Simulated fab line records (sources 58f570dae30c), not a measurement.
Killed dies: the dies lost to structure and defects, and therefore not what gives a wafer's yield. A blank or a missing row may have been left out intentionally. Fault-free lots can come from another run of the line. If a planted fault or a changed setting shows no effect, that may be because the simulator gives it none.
Matching of chambers -- flow berkeleyCmos170 -- UCB170_V2_CMP_02 on cmp-02 has 4 sister chambers
The step polishes SiO2. 16 wafers are shown with their chamber, then 8 later ones without.

== EACH WAFER AND ITS CHAMBER ==
wafer,chamber,motorCurrentA (A)
L376.1,2,15.2
L376.2,1,18.0
L376.4,0,12.6
L378.3,0,12.4
L378.4,2,14.7
L378.6,0,11.8
L384.1,2,15.3
L384.2,3,16.0
L384.3,0,12.1
L391.1,0,11.8
L391.2,2,15.9
L391.3,1,18.9
L390.2,2,15.3
L390.5,2,15.3
L390.6,3,15.4
L395.1,1,17.6

SIGNATURES (means of the wafers above)
reading,chamber 0,chamber 1,chamber 2,chamber 3,scatter within a chamber
motorCurrentA,12.140,18.167,15.283,15.700,0.438
Rule: a wafer's distance from a chamber is the root of the sum, over the readings, of the square of ((its reading less the chamber's mean) divided by the reading's scatter). If the next closest chamber is less than 2 further off than the closest, the wafer can't be placed; otherwise it belongs to the closest. The scatter: take each reading less its chamber's mean, square it, sum over the shown wafers, divide by the number of wafers less the number of chambers, and take the root.

== WAFERS WITHOUT THEIR CHAMBER ==
wafer,motorCurrentA (A)
L395.2,12.3
L395.3,15.5
L393.1,19.0
L393.3,12.0
L393.4,16.0
L399.1,12.2
L399.3,16.0
L399.5,17.7

== WHICH CHAMBER EACH WENT THROUGH ==
wafer,from the rows above,in truth
L395.2,0,0
L395.3,can't be placed: 3 or 2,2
L393.1,1,1
L393.3,0,0
L393.4,can't be placed: 3 or 2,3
L399.1,0,0
L399.3,can't be placed: 3 or 2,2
L399.5,1,1
Correctly placed: 5 of 8. Unplaceable from these rows: 3, with the true chamber sitting among the candidates in 3. Placed wrongly: 0.
